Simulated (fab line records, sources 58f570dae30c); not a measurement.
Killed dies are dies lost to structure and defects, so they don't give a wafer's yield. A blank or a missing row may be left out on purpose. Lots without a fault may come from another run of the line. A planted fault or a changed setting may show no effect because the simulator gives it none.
fab line records | flow berkeley_cmos170
record lots=24 wafers=72 last_day=11
route steps=331 shown START@4 GATE@140 CONTACT@218 V1@255 V2@296 M3@330
lots that met no fault: from a run of the same line without faults
start_h: hours from the record's first day to the start of the lot's first wafer shown | wait_h: hours since the lot's step before | " the same as in the row above | L1.1+2: a row that stands for several wafers | - no value, or no start given | * or withheld: withheld | < > ~ a bound
route shown NAME@n: a module of which the file shows steps, and the number in the route of the first | usual: mean/standard deviation of fault-free wafers | same: alike in all rows | chamber/n: place in a boat | sites: the reading at each site | _std_site: their standard deviation | _edge_site: outer sites' mean less inner sites' | radius_mm: how far each site lies from the wafer's centre | mask NAME#n: copy n | behind: the tool/chamber that last shaped the wafer | hold: why the lot was held/for how many hours/how that ended | device: the transistor (n, p or np) that didn't switch | end of line: the same wafers' tests at the end of the route | a step without rows: its recipe alone | killed: dies lost to structure and defects at the first sort, not the wafer's yield | map: a wafer's dies, x killed, . not, _ none there
set.NAME: the setting as run; set.NAME@STEP: as run at that earlier step | model.NAME: the simulator's own value behind a step, which no gauge read
steps of the route over a sample of lots; a table a step, a row a wafer
services: from which hour (start_h, from the record's first day; less than 0 if before it) a tool's chamber was out of use, for how many hours, and why
## steps
# step UCB170_START_THK_MEAS_03
# recipe reads=SiO2_of_START_OXIDATION_02
# usual START_OXIDE_THK=20.0/0.38
# columns lot.wafer tool chamber start_h wait_h START_OXIDE_THK[nm]
L074.1 film_metro-04 - 15.62 0.0 19.7
L074.3 " - " " 20.0
L074.6 " - " " 20.0
L075.1 film_metro-04 - 18.92 0.0 20.0
L075.2 " - " " 20.0
L075.3 " - " " 19.6
L076.1 film_metro-04 - 23.70 0.0 20.5
L076.5 " - " " 20.3
L076.6 " - " " 20.7
L077.1 film_metro-02 - 29.18 0.0 20.3
L077.3 " - " " 19.7
L077.6 " - " " 19.9
L078.1 film_metro-01 - 34.50 0.0 19.6
L078.4 " - " " 19.6
L078.5 " - " " 19.4
L079.1 film_metro-01 - 39.59 0.0 19.5
L079.2 " - " " 19.4
L079.3 " - " " 19.4
L080.1 film_metro-04 - 44.05 0.0 19.9
L080.3 " - " " 19.9
L080.4 " - " " 19.5
L081.2 film_metro-04 - 49.49 0.0 19.7
L081.3 " - " " 19.8
L081.5 " - " " 19.7
L082.4 film_metro-04 - 55.85 0.0 20.2
L082.5 " - " " 20.4
L082.6 " - " " 19.8
L083.1 film_metro-01 - 61.77 0.0 20.5
L083.3 " - " " 20.6
L083.5 " - " " 20.4
L084.1 film_metro-02 - 61.81 0.0 19.6
L084.2 " - " " 19.7
L084.5 " - " " 19.5
L085.1 film_metro-02 - 69.22 0.0 19.4
L085.3 " - " " 19.4
L085.4 " - " " 20.1
L086.3 film_metro-02 - 74.92 0.0 19.8
L086.4 " - " " 19.8
L086.6 " - " " 19.6
L087.2 film_metro-02 - 80.66 0.0 20.4
L087.5 " - " " 20.1
L087.6 " - " " 20.5
L088.4 film_metro-01 - 84.68 0.0 19.8
L088.5 " - " " 20.0
L088.6 " - " " 20.0
L089.1 film_metro-01 - 93.90 0.0 20.6
L089.2 " - " " 20.8
L089.5 " - " " 20.8
L090.2 film_metro-02 - 93.91 0.0 19.5
L090.4 " - " " 19.5
L090.6 " - " " 19.5
L091.1 film_metro-01 - 101.35 0.0 20.1
L091.3 " - " " 19.9
L091.5 " - " " 19.8
L092.2 film_metro-01 - 104.36 0.0 19.8
L092.3 " - " " 19.7
L092.4 " - " " 19.2
L093.1 film_metro-02 - 109.95 0.0 19.2
L093.3 " - " " 19.9
L093.5 " - " " 19.8
L094.1 film_metro-02 - 116.00 0.0 20.6
L094.4 " - " " 20.5
L094.5 " - " " 20.6
L095.2 film_metro-01 - 118.46 0.0 19.9
L095.5 " - " " 20.0
L095.6 " - " " 20.1
L096.2 film_metro-01 - 123.73 0.0 20.3
L096.3 " - " " 20.3
L096.6 " - " " 20.1
L097.1 film_metro-02 - 130.97 0.0 20.0
L097.2 " - " " 20.3
L097.4 " - " " 20.2
# step UCB170_GATE_ETCH_14
# recipe chemistry=N2/H2 target_depth_a=withheld overetch_a=withheld target=BARC time_s=withheld source_w=500 bias_w=100 pressure_mtorr=30 n2_flow_sccm=100 h2_flow_sccm=200
# usual drypump_motor_current_A=5.9/0.45 h2_flow_sccm=200.0/0.57 n2_flow_sccm=100.0/0.33 oes_product_au=0.985/0.02 throttle_valve_pct=13.37/0.19
# columns lot.wafer tool chamber start_h wait_h drypump_motor_current_A h2_flow_sccm n2_flow_sccm oes_product_au throttle_valve_pct
L075.1 rie_diel-01 1 124.46 0.0 5.0 200.0 100.0 0.948 13.57
L075.2 " 3 " " 5.6 200.4 100.0 0.981 13.16
L075.3 " 2 " " 5.7 199.2 100.2 0.981 13.47
L074.1 rie_diel-01 1 124.82 0.0 5.0 199.5 100.2 0.949 13.57
L074.3 " 3 " " 5.6 199.9 99.9 0.983 13.15
L074.6 " 1 " " 5.0 199.3 100.0 0.953 13.58
L076.1 rie_diel-04 3 134.46 0.0 5.3 199.8 100.0 0.995 13.00
L076.5 " 3 " " 5.3 200.2 99.9 0.991 13.00
L076.6 " 0 " " 6.0 200.2 99.8 0.991 13.43
L077.1 rie_diel-01 1 146.89 0.0 5.0 200.2 99.5 0.949 13.57
L077.3 " 3 " " 5.7 199.2 100.4 0.980 13.16
L077.6 " 0 " " 6.3 201.0 99.2 1.002 13.16
L078.1 rie_diel-04 3 147.13 0.0 5.3 201.1 99.9 1.004 13.01
L078.4 " 0 " " 5.9 200.0 100.3 0.972 13.41
L078.5 " 1 " " 6.4 199.4 99.4 1.000 13.55
L079.1 rie_diel-02 0 161.49 0.0 6.0 198.9 99.7 0.978 13.31
L079.2 " 1 " " 5.9 199.2 100.6 1.013 13.53
L079.3 " 3 " " 5.5 199.6 100.3 0.976 13.39
L080.1 rie_diel-01 2 162.02 0.0 5.7 200.4 99.8 0.975 13.47
L080.3 " 3 " " 5.6 200.7 99.6 0.980 13.17
L080.4 " 2 " " 5.7 200.0 100.6 0.973 13.46
L081.2 rie_diel-04 3 163.92 0.0 5.3 198.7 99.9 1.008 13.01
L081.3 " 2 " " 6.3 200.4 99.9 0.988 13.50
L081.5 " 3 " " 5.3 199.7 99.9 1.004 13.00
L082.4 rie_diel-04 1 175.64 0.0 6.4 200.4 99.5 1.008 13.54
L082.5 " 0 " " 5.9 200.0 100.0 1.000 13.44
L082.6 " 3 " " 5.3 199.9 100.1 0.994 13.00
L085.1 rie_diel-02 3 175.88 0.0 5.5 200.7 99.8 0.977 13.39
L085.3 " 2 " " 6.4 199.8 100.5 0.954 13.43
L085.4 " 3 " " 5.5 200.5 100.0 0.979 13.40
L084.1 rie_diel-01 3 176.12 0.0 5.6 200.0 100.1 0.979 13.16
L084.2 " 2 " " 5.8 199.6 99.8 0.981 13.47
L084.5 " 0 " " 6.3 199.8 99.8 0.993 13.17
L083.1 rie_diel-04 0 176.24 0.0 6.0 199.6 100.2 0.983 13.43
L083.3 " 1 " " 6.4 199.4 100.4 1.008 13.55
L083.5 " 0 " " 6.0 199.8 100.0 0.984 13.41
L086.3 rie_diel-02 3 191.20 0.0 5.5 199.1 100.3 0.982 13.40
L086.4 " 2 " " 6.4 200.3 99.9 0.958 13.45
L086.6 " 2 " " 6.4 200.8 100.1 0.965 13.44
L087.2 rie_diel-04 3 200.57 0.0 5.3 200.2 100.1 0.994 13.00
L087.5 " 2 " " 6.3 200.7 100.1 0.993 13.51
L087.6 " 3 " " 5.3 199.9 100.0 1.001 13.00
L090.2 rie_diel-01 3 200.83 0.0 5.6 200.6 99.6 0.971 13.15
L090.4 " 1 " " 5.0 200.5 99.7 0.939 13.56
L090.6 " 0 " " 6.3 200.3 100.0 0.983 13.15
L088.4 rie_diel-02 2 201.07 0.0 6.4 200.0 99.7 0.958 13.44
L088.5 " 1 " " 5.9 199.6 99.7 1.014 13.51
L088.6 " 0 " " 6.0 200.1 100.1 0.978 13.30
L091.1 rie_diel-04 0 208.36 0.0 6.0 199.5 99.8 0.982 13.42
L091.3 " 1 " " 6.3 199.5 100.1 0.998 13.53
L091.5 " 3 " " 5.3 200.3 100.1 1.001 13.02
L092.2 rie_diel-02 1 208.60 0.0 5.9 199.5 99.6 1.007 13.53
L092.3 " 3 " " 5.5 200.6 99.4 0.971 13.39
L092.4 " 2 " " 6.4 198.9 99.6 0.970 13.45
L089.1 rie_diel-04 1 209.08 0.0 6.4 200.6 99.8 1.005 13.54
L089.2 " 3 " " 5.3 199.8 100.3 1.005 13.00
L089.5 " 3 " " 5.3 199.5 99.9 1.000 13.01
L093.1 rie_diel-04 3 220.35 0.0 5.3 200.2 99.8 1.004 13.00
L093.3 " 0 " " 5.9 200.9 99.5 0.972 13.43
L093.5 " 0 " " 5.9 200.6 99.3 0.988 13.42
L096.2 rie_diel-02 2 226.17 0.0 6.4 199.4 100.5 0.958 13.43
L096.3 " 0 " " 6.0 199.9 100.5 0.985 13.32
L096.6 " 3 " " 5.5 199.8 99.9 0.982 13.40
L094.1 rie_diel-04 3 226.37 0.0 5.3 201.2 100.6 1.004 13.01
L094.4 " 0 " " 6.0 200.6 100.3 0.979 13.44
L094.5 " 0 " " 6.0 199.7 99.6 0.990 13.43
L097.1 rie_diel-02 1 226.41 0.0 5.9 199.7 100.5 1.011 13.52
L097.2 " 0 " " 6.0 200.0 99.7 0.975 13.31
L097.4 " 2 " " 6.4 200.2 99.6 0.948 13.44
L095.2 rie_diel-01 3 226.49 0.0 5.7 200.5 100.3 0.993 13.16
L095.5 " 0 " " 6.3 200.1 99.9 1.004 13.16
L095.6 " 1 " " 5.0 198.8 100.0 0.941 13.58
# step UCB170_CONTACT_THK_MEAS_02
# recipe reads=PSG_of_CONTACT_CVD_01
# usual CONTACT_PSG_THK=700/5.8
# columns lot.wafer tool chamber start_h wait_h CONTACT_PSG_THK[nm]
L075.1 film_metro-03 - 141.85 0.0 705
L075.2 " - " " 702
L075.3 " - " " 704
L074.1 film_metro-04 - 146.40 0.0 696
L074.3 " - " " 701
L074.6 " - " " 694
L076.1 film_metro-01 - 153.89 0.0 690
L076.5 " - " " 696
L076.6 " - " " 691
L077.1 film_metro-03 - 166.84 0.0 709
L077.3 " - " " 713
L077.6 " - " " 707
L078.1 film_metro-04 - 166.84 0.0 700
L078.4 " - " " 703
L078.5 " - " " 703
L079.1 film_metro-01 - 177.56 0.0 700
L079.2 " - " " 690
L079.3 " - " " 696
L080.1 film_metro-03 - 178.00 0.0 696
L080.3 " - " " 692
L080.4 " - " " 692
L081.2 film_metro-01 - 179.35 0.0 702
L081.3 " - " " 705
L081.5 " - " " 705
L084.1 film_metro-03 - 193.23 0.0 710
L084.2 " - " " 710
L084.5 " - " " 706
L085.1 film_metro-01 - 193.23 0.0 708
L085.3 " - " " 705
L085.4 " - " " 710
L082.4 film_metro-03 - 193.46 0.0 691
L082.5 " - " " 698
L082.6 " - " " 694
L083.1 film_metro-03 - 195.21 0.0 703
L083.3 " - " " 703
L083.5 " - " " 694
L086.3 film_metro-03 - 210.56 0.0 699
L086.4 " - " " 701
L086.6 " - " " 701
L087.2 film_metro-01 - 220.76 0.0 708
L087.5 " - " " 703
L087.6 " - " " 706
L088.4 film_metro-03 - 220.78 0.0 701
L088.5 " - " " 701
L088.6 " - " " 700
L090.2 film_metro-04 - 220.93 0.0 695
L090.4 " - " " 702
L090.6 " - " " 696
L091.1 film_metro-04 - 227.87 0.0 702
L091.3 " - " " 700
L091.5 " - " " 695
L092.2 film_metro-03 - 229.66 0.0 694
L092.3 " - " " 699
L092.4 " - " " 699
L089.1 film_metro-01 - 230.19 0.0 701
L089.2 " - " " 702
L089.5 " - " " 700
L093.1 film_metro-01 - 245.73 0.0 699
L093.3 " - " " 695
L093.5 " - " " 698
L094.1 film_metro-01 - 246.24 0.0 699
L094.4 " - " " 704
L094.5 " - " " 694
L097.1 film_metro-04 - 246.24 0.0 703
L097.2 " - " " 701
L097.4 " - " " 705
L096.2 film_metro-03 - 246.25 0.0 709
L096.3 " - " " 707
L096.6 " - " " 707
L095.2 film_metro-01 - 247.52 0.0 693
L095.5 " - " " 695
L095.6 " - " " 694
# step UCB170_V1_THK_MEAS_01
# recipe reads=SiO2_of_V1_CVD_00
# usual V1_TEOS_THK=2006/31
# columns lot.wafer tool chamber start_h wait_h V1_TEOS_THK[nm]
L075.1 film_metro-01 - 150.93 0.1 1992
L075.2 " - " " 2006
L075.3 " - " " 1963
L074.1 film_metro-02 - 156.11 0.1 2028
L074.3 " - " " 1958
L074.6 " - " " 2013
L076.1 film_metro-02 - 161.86 0.1 1993
L076.5 " - " " 2014
L076.6 " - " " 2051
L077.1 film_metro-02 - 175.35 0.1 1947
L077.3 " - " " 2002
L077.6 " - " " 2040
L078.1 film_metro-02 - 175.43 0.2 2012
L078.4 " - " " 2020
L078.5 " - " " 1989
L079.1 film_metro-03 - 186.83 0.1 1967
L079.2 " - " " 1942
L079.3 " - " " 1988
L081.2 film_metro-02 - 186.84 0.1 2014
L081.3 " - " " 1986
L081.5 " - " " 2038
L080.1 film_metro-03 - 186.89 0.1 1992
L080.3 " - " " 1958
L080.4 " - " " 2014
L084.1 film_metro-01 - 204.58 0.1 2024
L084.2 " - " " 1966
L084.5 " - " " 1981
L082.4 film_metro-02 - 204.61 0.0 2052
L082.5 " - " " 2033
L082.6 " - " " 2046
L083.1 film_metro-01 - 204.66 0.2 1997
L083.3 " - " " 2029
L083.5 " - " " 2018
L085.1 film_metro-02 - 204.74 0.1 1982
L085.3 " - " " 2005
L085.4 " - " " 2012
L086.3 film_metro-03 - 222.08 0.1 1938
L086.4 " - " " 1934
L086.6 " - " " 2007
L087.2 film_metro-02 - 230.54 0.1 2012
L087.5 " - " " 2008
L087.6 " - " " 2003
L088.4 film_metro-01 - 230.56 0.0 2006
L088.5 " - " " 1997
L088.6 " - " " 2053
L090.2 film_metro-02 - 233.33 0.1 1985
L090.4 " - " " 2025
L090.6 " - " " 2010
L091.1 film_metro-03 - 236.10 0.1 1996
L091.3 " - " " 2006
L091.5 " - " " 2012
L092.2 film_metro-01 - 236.69 0.1 1972
L092.3 " - " " 1986
L092.4 " - " " 2013
L089.1 film_metro-01 - 238.15 0.1 1965
L089.2 " - " " 1996
L089.5 " - " " 1985
L093.1 film_metro-02 - 255.33 0.1 1963
L093.3 " - " " 1948
L093.5 " - " " 2015
L096.2 film_metro-03 - 255.34 0.1 1973
L096.3 " - " " 2014
L096.6 " - " " 2020
L094.1 film_metro-01 - 255.49 0.1 2021
L094.4 " - " " 2033
L094.5 " - " " 2044
L097.1 film_metro-02 - 255.49 0.1 1976
L097.2 " - " " 2039
L097.4 " - " " 2011
L095.2 film_metro-02 - 257.37 0.1 1965
L095.5 " - " " 1996
L095.6 " - " " 2047
# step UCB170_V2_THK_MEAS_04
# recipe reads=SiO2_of_V2_CVD_00
# usual V2_POLISHED_THK=1000.1/1.8
# columns lot.wafer tool chamber start_h wait_h V2_POLISHED_THK[nm]
L075.1 film_metro-04 - 156.32 0.1 999.8
L075.2 " - " " 1000.8
L075.3 " - " " 999.7
L074.1 film_metro-03 - 163.42 0.1 997.3
L074.3 " - " " 1000.5
L074.6 " - " " 998.9
L076.1 film_metro-04 - 168.53 0.1 1001.4
L076.5 " - " " 1001.1
L076.6 " - " " 996.8
L077.1 film_metro-04 - 181.30 0.1 1001.0
L077.3 " - " " 1002.0
L077.6 " - " " 1000.2
L078.1 film_metro-01 - 181.90 0.1 997.1
L078.4 " - " " 1001.7
L078.5 " - " " 999.3
L079.1 film_metro-01 - 193.59 0.1 996.2
L079.2 " - " " 1000.7
L079.3 " - " " 999.6
L081.2 film_metro-03 - 193.75 0.1 997.5
L081.3 " - " " 1000.7
L081.5 " - " " 998.0
L080.1 film_metro-01 - 194.00 0.1 997.3
L080.3 " - " " 1001.3
L080.4 " - " " 1002.4
L084.1 film_metro-03 - 214.29 0.1 1001.3
L084.2 " - " " 998.6
L084.5 " - " " 999.8
L085.1 film_metro-01 - 214.86 0.1 999.0
L085.3 " - " " 995.0
L085.4 " - " " 999.3
L082.4 film_metro-03 - 215.65 0.1 1000.2
L082.5 " - " " 997.9
L082.6 " - " " 1000.1
L083.1 film_metro-04 - 215.80 0.1 999.9
L083.3 " - " " 997.0
L083.5 " - " " 1000.2
L086.3 film_metro-03 - 231.02 0.1 1000.7
L086.4 " - " " 994.9
L086.6 " - " " 1000.2
L087.2 film_metro-03 - 240.64 0.1 997.2
L087.5 " - " " 1002.6
L087.6 " - " " 999.0
L088.4 film_metro-03 - 241.44 0.1 1003.1
L088.5 " - " " 1002.6
L088.6 " - " " 1003.6
L090.2 film_metro-03 - 243.32 0.1 1001.6
L090.4 " - " " 1000.3
L090.6 " - " " 999.1
L091.1 film_metro-01 - 243.55 0.1 1000.4
L091.3 " - " " 995.9
L091.5 " - " " 1000.7
L092.2 film_metro-03 - 244.12 0.1 1000.2
L092.3 " - " " 998.1
L092.4 " - " " 999.9
L089.1 film_metro-03 - 245.62 0.1 1000.1
L089.2 " - " " 996.0
L089.5 " - " " 996.8
L096.2 film_metro-01 - 262.90 0.1 1001.4
L096.3 " - " " 997.1
L096.6 " - " " 1001.2
L093.1 film_metro-04 - 263.26 0.1 999.4
L093.3 " - " " 999.3
L093.5 " - " " 1001.7
L094.1 film_metro-01 - 263.57 0.1 1001.2
L094.4 " - " " 997.9
L094.5 " - " " 1000.0
L097.1 film_metro-03 - 264.38 0.1 999.7
L097.2 " - " " 1000.9
L097.4 " - " " 1001.1
L095.2 film_metro-03 - 265.06 0.1 1000.9
L095.5 " - " " 1002.0
L095.6 " - " " 996.4
# step UCB170_M3_BOW_MEAS_20
# recipe mode=bow
# usual M3_BOW=36/7.3
# columns lot.wafer tool chamber start_h wait_h M3_BOW[um]
L075.1 film_metro-02 - 162.66 0.1 29
L075.2 " - " " 33
L075.3 " - " " 29
L074.1 film_metro-01 - 168.18 0.1 40
L074.3 " - " " 32
L074.6 " - " " 31
L076.1 film_metro-02 - 173.85 0.1 34
L076.5 " - " " 45
L076.6 " - " " 32
L077.1 film_metro-04 - 186.18 0.1 44
L077.3 " - " " 44
L077.6 " - " " 34
L078.1 film_metro-01 - 186.82 0.1 43
L078.4 " - " " 40
L078.5 " - " " 47
L079.1 film_metro-01 - 200.10 0.1 32
L079.2 " - " " 40
L079.3 " - " " 49
L081.2 film_metro-02 - 200.34 0.1 26
L081.3 " - " " 38
L081.5 " - " " 31
L080.1 film_metro-01 - 200.57 0.1 29
L080.3 " - " " 30
L080.4 " - " " 28
L084.1 film_metro-02 - 219.81 0.1 40
L084.2 " - " " 36
L084.5 " - " " 40
L085.1 film_metro-04 - 220.68 0.1 22
L085.3 " - " " 35
L085.4 " - " " 37
L082.4 film_metro-01 - 221.34 0.1 44
L082.5 " - " " 50
L082.6 " - " " 51
L083.1 film_metro-02 - 221.52 0.1 42
L083.3 " - " " 34
L083.5 " - " " 32
L086.3 film_metro-01 - 239.63 0.1 30
L086.4 " - " " 28
L086.6 " - " " 41
L087.2 film_metro-01 - 245.34 0.1 36
L087.5 " - " " 35
L087.6 " - " " 35
L088.4 film_metro-01 - 246.96 0.1 30
L088.5 " - " " 44
L088.6 " - " " 40
L090.2 film_metro-02 - 249.02 0.1 36
L090.4 " - " " 28
L090.6 " - " " 36
L091.1 film_metro-01 - 249.51 0.1 31
L091.3 " - " " 38
L091.5 " - " " 42
L092.2 film_metro-02 - 250.92 0.1 32
L092.3 " - " " 28
L092.4 " - " " 46
L089.1 film_metro-02 - 252.35 0.1 34
L089.2 " - " " 30
L089.5 " - " " 37
L096.2 film_metro-04 - 268.33 0.1 37
L096.3 " - " " 29
L096.6 " - " " 48
L093.1 film_metro-02 - 268.59 0.1 34
L093.3 " - " " 39
L093.5 " - " " 19
L094.1 film_metro-01 - 268.97 0.1 41
L094.4 " - " " 30
L094.5 " - " " 44
L097.1 film_metro-01 - 269.82 0.1 43
L097.2 " - " " 24
L097.4 " - " " 26
L095.2 film_metro-04 - 270.08 0.1 28
L095.5 " - " " 49
L095.6 " - " " 25
## services
# columns tool chamber start_h hours kind
rie_diel-04 3 100.92 19.7 repair
rie_diel-01 3 113.18 8.3 repair
rie_diel-01 0 156.01 6.6 repair
rie_diel-01 3 162.95 6.2 repair
rie_diel-02 1 168.39 8.0 repair
rie_diel-04 1 179.49 4.3 repair
rie_diel-01 2 199.48 - clean
rie_diel-01 2 199.48 15.7 scheduled_down
rie_diel-01 2 199.48 15.7 vent_cycle
## key
fault none
